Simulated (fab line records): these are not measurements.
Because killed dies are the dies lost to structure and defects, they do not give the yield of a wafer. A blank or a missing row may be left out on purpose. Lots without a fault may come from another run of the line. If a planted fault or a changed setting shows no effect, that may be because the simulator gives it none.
One fault seen from 2 desks ; flow berkeley-cmos170 ; numbers are kept per desk, each desk with only its own; the story behind them comes last

FROM THE METROLOGY DESK
What the gauges read for every lot (on any tool): the sampled wafers with a number, averaged. Any lot whose mean is over 4 standard deviations away from the usual mean is out of limits and marked OUT; that distance is given in the brackets.
Columns: A = SACOX_OXIDE_THK at UCB170_SACOX_THK_MEAS_02, usual 14.27 nm; B = CONTACT_PSG_THK at UCB170_CONTACT_THK_MEAS_02, usual 701 nm; C = cd-nm at UCB170_CONTACT_CD_MEAS_15, usual 699.5 nm
lot;first seen here;A;B;C
L317;day 5 07:14;14.18;692;700.7
L318;day 5 07:17;14.06;711;696.3
L323;day 6 06:20;14.20;703;698.7
L327;day 7 05:44;14.47;709;700.2
L326;day 7 05:44;14.40;711;698.1
L328;day 7 05:44;14.23;712;698.7
L329;day 7 05:49;14.43;693;698.6
L331;day 8 04:17;14.09;701;701.6
L332;day 8 04:17;14.51;688;698.8
L333;day 8 14:55;14.76;704;702.1
L339;day 9 10:02;14.30;705;698.7
L337;day 9 10:06;13.89;516 (-23) OUT;701.8
L340;day 9 20:10;14.46;707;698.6
This desk finds L337 out of limits, with the earliest case on L337 at day 11 05:34 (CONTACT_PSG_THK at UCB170_CONTACT_THK_MEAS_02). Within limits: L317, L318, L323, L327, L326, L328, L329, L331, L332, L333, L339, L340.

TOOL OWNER'S DESK, lpcvd-02
The tool's own readings at UCB170_CONTACT_CVD_01 (deposits PSG from SiH4/O2/PH3, target thk 700 nm, time 2820 s): means of the sampled wafers that have a number, for each lot that ran on this tool. Any lot whose mean is over 4 standard deviations away from the usual mean is out of limits and marked OUT; that distance is given in the brackets.
Columns: A = sih4-flow-sccm at UCB170_CONTACT_CVD_01, usual 60.04 sccm
lot;first seen here;A
L323;day 7 23:17;60.14
L329;day 8 19:26;59.90
L332;day 9 21:48;60.08
L331;day 10 00:29;60.05
L333;day 10 05:26;60.04
L337;day 11 03:46;60.21
This desk's finding: nothing out of limits on any of the 6 lots.

TAKEN TOGETHER
At day 11 05:34 the metrology desk could have sounded an alarm, on L337.
The desk of the tool owner found nothing out of limits.
Tool owner's desk: L337 on record, inside its limits.
On lpcvd-02, each named lot ran UCB170_CONTACT_CVD_01.

WHAT HAD BEEN PUT IN BY THE SIMULATOR
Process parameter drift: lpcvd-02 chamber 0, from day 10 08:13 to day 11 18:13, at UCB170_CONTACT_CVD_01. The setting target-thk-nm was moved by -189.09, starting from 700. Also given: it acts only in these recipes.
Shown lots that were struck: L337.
Time in hours between the start of the fault and the first out-of-limits reading at each desk: metrology desk, 21.
